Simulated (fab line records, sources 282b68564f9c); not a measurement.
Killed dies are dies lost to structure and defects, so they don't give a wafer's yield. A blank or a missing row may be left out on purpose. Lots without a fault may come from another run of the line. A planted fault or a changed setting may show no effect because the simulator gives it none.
fab line records | flow rit_cmos
record lots=7 wafers=21 last_day=7
route steps=202 shown FOX2@25 NWELL@28 PWELL@39 WELLDRIVE@50 NRETRO@53 PRETRO@64 M1@202
lots that met no fault: from a run of the same line without faults
start_h: hours from the record's first day to the start of the lot's first wafer shown | wait_h: hours since the lot's step before | " the same as in the row above | L1.1+2: a row that stands for several wafers | - no value, or no start given | * or withheld: withheld | < > ~ a bound
route shown NAME@n: a module of which the file shows steps, and the number in the route of the first | usual: mean/standard deviation of fault-free wafers | same: alike in all rows | chamber/n: place in a boat | sites: the reading at each site | _std_site: their standard deviation | _edge_site: outer sites' mean less inner sites' | radius_mm: how far each site lies from the wafer's centre | mask NAME#n: copy n | behind: the tool/chamber that last shaped the wafer | hold: why the lot was held/for how many hours/how that ended | device: the transistor (n, p or np) that didn't switch | end of line: the same wafers' tests at the end of the route | a step without rows: its recipe alone | killed: dies lost to structure and defects at the first sort, not the wafer's yield | map: a wafer's dies, x killed, . not, _ none there
set.NAME: the setting as run; set.NAME@STEP: as run at that earlier step | model.NAME: the simulator's own value behind a step, which no gauge read
lots at some steps of the route; a table a step, a row a wafer
services: from which hour (start_h, from the record's first day; less than 0 if before it) a tool's chamber was out of use, for how many hours, and why
## steps
# step RIT_FOX2_CLEAN_02
# recipe chemistry=dHF dilution=50:1 time_s=180
# step RIT_FOX2_WET_ETCH_03
# recipe chemistry=H3PO4 target=Si3N4 target_depth_nm=195 temp_c=165 time_s=2700
# step RIT_FOX2_THK_MEAS_90
# recipe reads=SiO2_of_FOX2_OXIDATION_00
# usual FIELD_OXIDE_LEFT_1_THK=322/6.5
# columns lot.wafer tool chamber start_h wait_h FIELD_OXIDE_LEFT_1_THK[nm]
L141.1 film_metro-04 - 35.64 0.0 330
L141.3 " - " " 341
L141.4 " - " " 330
L146.2 film_metro-04 - 63.65 0.0 315
L146.3 " - " " 312
L146.5 " - " " 316
L149.2 film_metro-03 - 76.89 0.0 311
L149.3 " - " " 315
L149.5 " - " " 316
L150.1 film_metro-04 - 81.46 0.0 315
L150.2 " - " " 316
L150.5 " - " " 308
L153.1 film_metro-03 - 96.82 0.0 321
L153.2 " - " " 324
L153.5 " - " " 324
L156.3 film_metro-01 - 110.34 0.0 310
L156.4 " - " " 312
L156.5 " - " " 310
L161.1 film_metro-01 - 137.72 0.0 330
L161.2 " - " " 330
L161.4 " - " " 334
# step RIT_NWELL_HMDS_00
# recipe prime_time_s=60 prime_temp_c=140
# step RIT_NWELL_COAT_01
# recipe resist=NOVOLAK spin_rpm=2000 resist_thk_nm=1300
# step RIT_NWELL_SOFTBAKE_02
# recipe resist=NOVOLAK temp_c=90 time_s=60
# step RIT_NWELL_EXPOSE_03
# recipe mask_id=M2 na=0.57 target_cd_nm=43900 dose_mj=250
# step RIT_NWELL_PEB_04
# recipe resist=NOVOLAK temp_c=withheld time_s=withheld
# step RIT_NWELL_DEVELOP_05
# recipe resist=NOVOLAK develop_time_s=68 dev_temp_c=23
# step RIT_NWELL_OVL_MEAS_06
# usual NWELL_OVL=1.3/1.5
# columns lot.wafer tool chamber start_h wait_h NWELL_OVL[nm]
L141.1 overlay-01 - 36.70 - 2.8
L141.3 " - " " 1.3
L141.4 " - " " 1.8
L146.2 overlay-02 - 64.80 - -0.8
L146.3 " - " " 0.3
L146.5 " - " " -2.1
L149.2 overlay-01 - 77.95 - 2.9
L149.3 " - " " 1.9
L149.5 " - " " 2.5
L150.1 overlay-01 - 82.53 - 2.4
L150.2 " - " " 3.2
L150.5 " - " " 2.3
L153.1 overlay-01 - 97.89 - 1.5
L153.2 " - " " 1.3
L153.5 " - " " 3.1
L156.3 overlay-01 - 111.27 - 0.6
L156.4 " - " " -0.6
L156.5 " - " " 1.0
L161.1 overlay-01 - 138.88 - 2.4
L161.2 " - " " 1.3
L161.4 " - " " 0.8
# step RIT_NWELL_HARDBAKE_07
# recipe resist=NOVOLAK temp_c=140 time_s=120
# step RIT_NWELL_IMPLANT_08
# recipe species=P energy_kev=170 dose_cm2=5e+13 tilt_deg=7
# step RIT_NWELL_STRIP_09
# recipe chemistry=O2 time_s=180 resist=NOVOLAK platen_temp_c=withheld power_w=500 pressure_mtorr=4000 o2_flow_sccm=4000
# usual drypump_motor_current_A=5.4/0.45
# columns lot.wafer tool chamber start_h wait_h drypump_motor_current_A rf_hours_counter_h
L141.1 plasma_asher-02 0 37.14 0.1 5.4 41
L141.3 " 1 " " 5.1 -
L141.4 " 0 " " 5.4 -
L146.2 plasma_asher-03 0 65.23 0.1 5.3 41
L146.3 " 0 " " 5.3 -
L146.5 " 0 " " 5.3 -
L149.2 plasma_asher-03 1 78.38 0.1 5.5 43
L149.3 " 0 " " 5.3 -
L149.5 " 0 " " 5.3 -
L150.1 plasma_asher-03 0 82.96 0.1 5.3 43
L150.2 " 1 " " 5.6 43
L150.5 " 0 " " 5.3 -
L153.1 plasma_asher-03 0 98.32 0.1 5.3 45
L153.2 " 1 " " 5.5 45
L153.5 " 1 " " 5.5 -
L156.3 plasma_asher-02 1 111.75 0.1 5.1 -
L156.4 " 0 " " 5.4 -
L156.5 " 0 " " 5.4 -
L161.1 plasma_asher-01 1 139.32 0.1 6.4 37
L161.2 " 0 " " 4.9 37
L161.4 " 0 " " 4.9 -
# step RIT_NWELL_TW_MEAS_10
# usual NWELL_TW=2119/20
# columns lot.wafer tool chamber start_h wait_h NWELL_TW
L141.1 film_metro-03 - 37.31 0.1 2109
L141.3 " - " " 2112
L141.4 " - " " 2103
L146.2 film_metro-02 - 65.41 0.1 2132
L146.3 " - " " 2118
L146.5 " - " " 2138
L149.2 film_metro-03 - 78.56 0.1 2128
L149.3 " - " " 2115
L149.5 " - " " 2119
L150.1 film_metro-02 - 83.14 0.1 2140
L150.2 " - " " 2141
L150.5 " - " " 2122
L153.1 film_metro-02 - 98.50 0.1 2146
L153.2 " - " " 2140
L153.5 " - " " 2147
L156.3 film_metro-03 - 111.89 0.1 2097
L156.4 " - " " 2104
L156.5 " - " " 2103
L161.1 film_metro-03 - 139.49 0.1 2112
L161.2 " - " " 2111
L161.4 " - " " 2095
# step RIT_PWELL_HMDS_00
# recipe prime_time_s=60 prime_temp_c=140
# step RIT_PWELL_COAT_01
# recipe resist=NOVOLAK spin_rpm=2000 resist_thk_nm=1286
# step RIT_PWELL_SOFTBAKE_02
# recipe resist=NOVOLAK temp_c=90 time_s=60
# step RIT_PWELL_EXPOSE_03
# recipe mask_id=M3 na=0.57 target_cd_nm=43700 dose_mj=250
# step RIT_PWELL_PEB_04
# recipe resist=NOVOLAK temp_c=withheld time_s=withheld
# step RIT_PWELL_DEVELOP_05
# recipe resist=NOVOLAK develop_time_s=68 dev_temp_c=23
# step RIT_PWELL_OVL_MEAS_06
# usual PWELL_OVL=-0.7/1.6
# columns lot.wafer tool chamber start_h wait_h PWELL_OVL[nm]
L141.1 overlay-02 - 38.29 - -0.5
L141.3 " - " " -1.9
L141.4 " - " " -3.6
L146.2 overlay-02 - 66.47 - -2.2
L146.3 " - " " 0.0
L146.5 " - " " -1.3
L149.2 overlay-01 - 79.62 - 0.5
L149.3 " - " " -0.5
L149.5 " - " " -0.7
L150.1 overlay-02 - 84.08 - -1.8
L150.2 " - " " 0.6
L150.5 " - " " 0.2
L153.1 overlay-02 - 99.48 - -2.1
L153.2 " - " " -1.0
L153.5 " - " " -0.6
L156.3 overlay-01 - 112.82 - -0.5
L156.4 " - " " -1.4
L156.5 " - " " -0.8
L161.1 overlay-01 - 140.56 - 0.8
L161.2 " - " " -1.1
L161.4 " - " " 1.3
# step RIT_PWELL_HARDBAKE_07
# recipe resist=NOVOLAK temp_c=140 time_s=120
# step RIT_PWELL_IMPLANT_08
# recipe species=B energy_kev=170 dose_cm2=7.089e+13 tilt_deg=7
# step RIT_PWELL_STRIP_09
# recipe chemistry=O2 time_s=180 resist=NOVOLAK platen_temp_c=withheld power_w=500 pressure_mtorr=4000 o2_flow_sccm=4000
# usual drypump_motor_current_A=5.7/0.65
# columns lot.wafer tool chamber start_h wait_h drypump_motor_current_A rf_hours_counter_h
L141.1 plasma_asher-01 1 38.84 0.1 6.4 26
L141.3 " 0 " " 4.9 -
L141.4 " 1 " " 6.4 -
L146.2 plasma_asher-04 0 66.90 0.1 5.4 40
L146.3 " 0 " " 5.4 -
L146.5 " 1 " " 6.7 -
L149.2 plasma_asher-03 0 80.05 0.1 5.4 43
L149.3 " 1 " " 5.5 -
L149.5 " 0 " " 5.3 -
L150.1 plasma_asher-01 1 84.51 0.1 6.4 31
L150.2 " 0 " " 4.9 31
L150.5 " 1 " " 6.4 -
L153.1 plasma_asher-04 0 99.92 0.1 5.4 44
L153.2 " 1 " " 6.6 44
L153.5 " 1 " " 6.7 -
L156.3 plasma_asher-04 0 113.40 0.2 5.4 -
L156.4 " 1 " " 6.6 -
L156.5 " 1 " " 6.6 -
L161.1 plasma_asher-03 0 140.99 0.1 5.3 2
L161.2 " 1 " " 5.5 2
L161.4 " 1 " " 5.5 -
# step RIT_PWELL_TW_MEAS_10
# usual PWELL_TW=941/8.5
# columns lot.wafer tool chamber start_h wait_h PWELL_TW
L141.1 film_metro-03 - 39.02 0.1 939
L141.3 " - " " 939
L141.4 " - " " 938
L146.2 film_metro-02 - 67.09 0.1 952
L146.3 " - " " 949
L146.5 " - " " 947
L149.2 film_metro-04 - 80.24 0.1 939
L149.3 " - " " 936
L149.5 " - " " 936
L150.1 film_metro-04 - 84.69 0.1 938
L150.2 " - " " 937
L150.5 " - " " 934
L153.1 film_metro-04 - 100.10 0.1 935
L153.2 " - " " 934
L153.5 " - " " 935
L156.3 film_metro-02 - 113.55 0.1 951
L156.4 " - " " 955
L156.5 " - " " 952
L161.1 film_metro-03 - 141.17 0.1 936
L161.2 " - " " 940
L161.4 " - " " 940
# step RIT_WELLDRIVE_ANNEAL_00
# recipe temp_c=1100 time_s=14700 ambient=N2
# step RIT_WELLDRIVE_RS_MEAS_01
# recipe thk_meas_gauge=four-point-probe
# usual NWELL_RS=275.5/0.63
# columns lot.wafer tool chamber start_h wait_h NWELL_RS[ohm/sq]
L141.1 film_metro-03 - 45.12 0.0 274.9
L141.3 " - " " 275.6
L141.4 " - " " 276.3
L146.2 film_metro-03 - 73.49 0.0 275.5
L146.3 " - " " 275.5
L146.5 " - " " 275.3
L149.2 film_metro-03 - 85.69 0.0 274.7
L149.3 " - " " 275.6
L149.5 " - " " 275.1
L150.1 film_metro-02 - 90.75 0.0 275.0
L150.2 " - " " 273.7
L150.5 " - " " 274.8
L153.1 film_metro-03 - 106.35 0.0 276.3
L153.2 " - " " 275.9
L153.5 " - " " 276.0
L156.3 film_metro-02 - 118.71 0.0 275.2
L156.4 " - " " 275.1
L156.5 " - " " 275.2
L161.1 film_metro-03 - 146.60 0.0 275.7
L161.2 " - " " 275.4
L161.4 " - " " 275.1
# step RIT_WELLDRIVE_RS_MEAS_02
# recipe thk_meas_gauge=four-point-probe
# usual PWELL_RS=426.3/1.2
# columns lot.wafer tool chamber start_h wait_h PWELL_RS[ohm/sq]
L141.1 film_metro-03 - 45.24 0.1 425.0
L141.3 " - " " 425.3
L141.4 " - " " 426.3
L146.2 film_metro-03 - 73.61 0.1 426.7
L146.3 " - " " 426.4
L146.5 " - " " 426.0
L149.2 film_metro-03 - 85.81 0.1 426.5
L149.3 " - " " 426.4
L149.5 " - " " 424.8
L150.1 film_metro-02 - 90.87 0.1 427.3
L150.2 " - " " 426.6
L150.5 " - " " 425.9
L153.1 film_metro-03 - 106.47 0.1 427.5
L153.2 " - " " 428.0
L153.5 " - " " 427.8
L156.3 film_metro-02 - 118.83 0.1 427.0
L156.4 " - " " 426.1
L156.5 " - " " 426.3
L161.1 film_metro-03 - 146.72 0.1 424.8
L161.2 " - " " 423.3
L161.4 " - " " 425.1
# step RIT_NRETRO_HMDS_00
# recipe prime_time_s=60 prime_temp_c=140
# step RIT_NRETRO_COAT_01
# recipe resist=NOVOLAK spin_rpm=2000 resist_thk_nm=1300
# step RIT_NRETRO_SOFTBAKE_02
# recipe resist=NOVOLAK temp_c=90 time_s=60
# step RIT_NRETRO_EXPOSE_03
# recipe mask_id=M4 na=0.57 target_cd_nm=43900 dose_mj=250
# step RIT_NRETRO_PEB_04
# recipe resist=NOVOLAK temp_c=withheld time_s=withheld
# step RIT_NRETRO_DEVELOP_05
# recipe resist=NOVOLAK develop_time_s=68 dev_temp_c=23
# step RIT_NRETRO_OVL_MEAS_06
# usual NRETRO_OVL=0.5/1.5
# columns lot.wafer tool chamber start_h wait_h NRETRO_OVL[nm]
L141.1 overlay-02 - 46.39 - 0.2
L141.3 " - " " -0.5
L141.4 " - " " 1.1
L146.2 overlay-01 - 74.72 - 1.2
L146.3 " - " " 2.8
L146.5 " - " " 1.5
L149.2 overlay-02 - 86.80 - -0.5
L149.3 " - " " -3.3
L149.5 " - " " -0.7
L150.1 overlay-01 - 92.03 - 1.1
L150.2 " - " " 2.3
L150.5 " - " " 1.3
L153.1 overlay-02 - 107.58 - 0.9
L153.2 " - " " 1.1
L153.5 " - " " 1.3
L156.3 overlay-01 - 119.93 - 3.7
L156.4 " - " " 3.3
L156.5 " - " " 3.0
L161.1 overlay-02 - 147.84 - -0.7
L161.2 " - " " -2.1
L161.4 " - " " -2.7
# step RIT_NRETRO_HARDBAKE_07
# recipe resist=NOVOLAK temp_c=140 time_s=120
# step RIT_NRETRO_IMPLANT_08
# recipe species=P energy_kev=70 dose_cm2=1.007e+13 tilt_deg=7
# step RIT_NRETRO_STRIP_09
# recipe chemistry=O2 time_s=180 resist=NOVOLAK platen_temp_c=withheld power_w=500 pressure_mtorr=4000 o2_flow_sccm=4000
# usual drypump_motor_current_A=5.6/0.66
# columns lot.wafer tool chamber start_h wait_h drypump_motor_current_A rf_hours_counter_h
L141.1 plasma_asher-02 0 46.83 0.1 5.4 42
L141.3 " 0 " " 5.4 -
L141.4 " 1 " " 5.1 -
L146.2 plasma_asher-04 1 75.15 0.1 6.6 41
L146.3 " 0 " " 5.4 -
L146.5 " 1 " " 6.7 -
L149.2 plasma_asher-01 0 87.23 0.1 4.9 31
L149.3 " 0 " " 4.9 -
L149.5 " 0 " " 4.9 -
L150.1 plasma_asher-04 0 92.47 0.1 5.4 44
L150.2 " 1 " " 6.6 44
L150.5 " 0 " " 5.4 -
L153.1 plasma_asher-01 0 108.01 0.1 4.9 33
L153.2 " 1 " " 6.4 33
L153.5 " 0 " " 4.9 -
L156.3 plasma_asher-02 0 120.41 0.1 5.4 -
L156.4 " 1 " " 5.1 -
L156.5 " 0 " " 5.4 -
L161.1 plasma_asher-04 1 148.28 0.1 6.7 50
L161.2 " 0 " " 5.4 50
L161.4 " 1 " " 6.7 -
# step RIT_NRETRO_TW_MEAS_10
# usual NRETRO_TW=1048/14
# columns lot.wafer tool chamber start_h wait_h NRETRO_TW
L141.1 film_metro-04 - 47.00 0.1 1026
L141.3 " - " " 1033
L141.4 " - " " 1033
L146.2 film_metro-01 - 75.34 0.1 1057
L146.3 " - " " 1058
L146.5 " - " " 1058
L149.2 film_metro-04 - 87.41 0.1 1031
L149.3 " - " " 1036
L149.5 " - " " 1033
L150.1 film_metro-02 - 92.64 0.1 1046
L150.2 " - " " 1049
L150.5 " - " " 1047
L153.1 film_metro-01 - 108.19 0.1 1059
L153.2 " - " " 1065
L153.5 " - " " 1063
L156.3 film_metro-01 - 120.55 0.1 1049
L156.4 " - " " 1057
L156.5 " - " " 1055
L161.1 film_metro-04 - 148.46 0.1 1027
L161.2 " - " " 1024
L161.4 " - " " 1025
# step RIT_PRETRO_HMDS_00
# recipe prime_time_s=60 prime_temp_c=140
# step RIT_PRETRO_COAT_01
# recipe resist=NOVOLAK spin_rpm=2000 resist_thk_nm=1300
# step RIT_PRETRO_SOFTBAKE_02
# recipe resist=NOVOLAK temp_c=90 time_s=60
# step RIT_M1_PROBE_99
# usual killed_at_contacts=0.1/0.25 killed_at_front_end=6/3.1 killed_dies=6/3.1 killed_on_rim=1.6/1.4 killed_open=2.9/2 killed_short=3.3/2
# same gross_dies=264 killed_at_M0_to_M3=0 killed_at_M4_up=0 killed_at_back_side=0 killed_at_other=0
# columns lot.wafer tool chamber start_h wait_h killed_at_contacts killed_at_front_end killed_dies killed_on_rim killed_open killed_short
L141.1 prober-01 - 79.25 0.1 0 8 8 1 4 4
L141.3 prober-01 - 79.35 0.2 0 4 4 1 2 2
L141.4 prober-01 - 79.40 0.2 0 7 7 3 3 4
L149.2 prober-01 - 117.19 0.1 0 39 39 1 3 5
L149.3 prober-01 - 117.24 0.2 1 12 13 9 3 4
L149.5 prober-01 - 117.34 0.2 0 18 18 10 4 7
L150.1 prober-02 - 122.73 0.1 1 13 14 8 5 2
L150.2 prober-02 - 122.78 0.1 0 36 36 1 1 2
L150.5 prober-02 - 122.93 0.2 0 11 11 5 3 4
L153.1 prober-01 - 138.20 0.1 0 11 11 9 3 1
L153.2 prober-01 - 138.25 0.1 0 43 43 1 6 2
L153.5 prober-01 - 138.40 0.2 0 32 32 0 0 3
# killed by level:class
L141.1 FOX1:geometric_particle:short=2 FOX1:geometric_particle:open=2 GATE:geometric_particle:open=2 FOX2:geometric_particle:short=1 GATE:geometric_particle:short=1
L141.3 GATE:geometric_particle:short=2 GATE:geometric_particle:open=2
L141.4 FOX1:geometric_particle:open=2 FOX1:geometric_particle:short=2 GATE:geometric_particle:short=1 SILICIDE:geometric_particle:open=1 SILICIDE:geometric_particle:short=1
L149.2 NWELL:unspecified=31 GATE:geometric_particle:open=3 GATE:geometric_particle:short=2 REOX:geometric_particle:short=2 SPACER:geometric_particle:short=1
L149.3 NWELL:unspecified=6 FOX1:geometric_particle:open=1 FOX2:geometric_particle:short=1 GATE:geometric_particle:open=1 GATE:geometric_particle:short=1 SPACER:geometric_particle:short=1 SILICIDE:geometric_particle:short=1 CONTACT:geometric_particle:open=1
L149.5 NWELL:unspecified=7 GATE:geometric_particle:short=4 GATE:geometric_particle:open=2 FOX1:geometric_particle:short=1 REOX:geometric_particle:open=1 SPACER:geometric_particle:short=1 SILICIDE:geometric_particle:open=1 SILICIDE:geometric_particle:short=1
L150.1 NWELL:unspecified=7 GATE:geometric_particle:open=3 FOX1:geometric_particle:open=1 FOX2:geometric_particle:short=1 GATE:geometric_particle:short=1 CONTACT:geometric_particle:open=1
L150.2 NWELL:unspecified=33 FOX1:geometric_particle:open=1 FOX1:geometric_particle:short=1 GATE:geometric_particle:short=1
L150.5 NWELL:unspecified=4 GATE:geometric_particle:open=3 GATE:geometric_particle:short=2 SPACER:geometric_particle:short=1 SILICIDE:geometric_particle:short=1
L153.1 NWELL:unspecified=7 GATE:geometric_particle:open=2 GATE:geometric_particle:short=1 REOX:geometric_particle:open=1
L153.2 NWELL:unspecified=35 FOX1:geometric_particle:open=2 GATE:geometric_particle:open=2 GATE:geometric_particle:short=2 SILICIDE:geometric_particle:open=2
L153.5 NWELL:unspecified=29 GATE:geometric_particle:short=1 REOX:geometric_particle:short=1 SILICIDE:geometric_particle:short=1
# map L149.2 (x killed, . not)
________......._______
_____.............____
____...............___
___........x........__
__.........x........._
__..............x...._
_..............x......
_.....x...x...........
_....xxxxxxx..........
_.....xxxxx...........
__.x.xxxxxxxxx......._
__.....xxxx.........._
___....xxx.....x....__
____.x..x..........___
_____........x....____
________......._______
# map L150.2 (x killed, . not)
________......._______
_____.............____
____...............___
___.................__
__..................._
__...............x..._
_.....................
_........xx...........
_......xxxx.x.........
_....xxxxxxxx.........
__...xxxxxxx........._
__....xxxxxx........._
___x...xx.x.........__
____....xx......x..___
_____.............____
________......._______
## services
# columns tool chamber start_h hours kind
plasma_asher-04 - 21.83 2.8 pm
plasma_asher-02 - 71.80 14.6 pm
plasma_asher-03 - 88.64 1.2 repair
plasma_asher-03 - 108.75 9.0 pm
plasma_asher-03 0 108.75 9.0 vent_cycle
plasma_asher-03 1 108.75 9.0 vent_cycle
plasma_asher-03 0 117.75 - clean
plasma_asher-03 1 117.75 - clean
## key
first_sign step=RIT_M1_PROBE_99 reading=killed_dies direction=up sigmas=5.8 usual=6 struck=24 wafers_moved=7
effect step=RIT_M1_PROBE_99 reading=killed_at_front_end direction=up sigmas=5.7 usual=6 struck=24 wafers_moved=7
met_at RIT_NWELL_STRIP_09
struck_wafers L149.2,L149.3,L149.5,L150.1,L150.2,L150.5,L153.1,L153.2,L153.5
tester_left_out L149,L150,L153
onset_between 65.23 78.38
fault kind=chamber_particle_source tool=plasma_asher-03 chamber=- onset_h=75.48 steps=RIT_NWELL_STRIP_09 rate_per_visit_cm2=0.986 end_h=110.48
# tester_left_out: of these lots the tester's yield and bins aren't shown, on N5 and GAA mostly nor the transistor test; their killed dies are dies lost to structure and defects alone, not to doping, threshold or leakage, so they don't give the yield
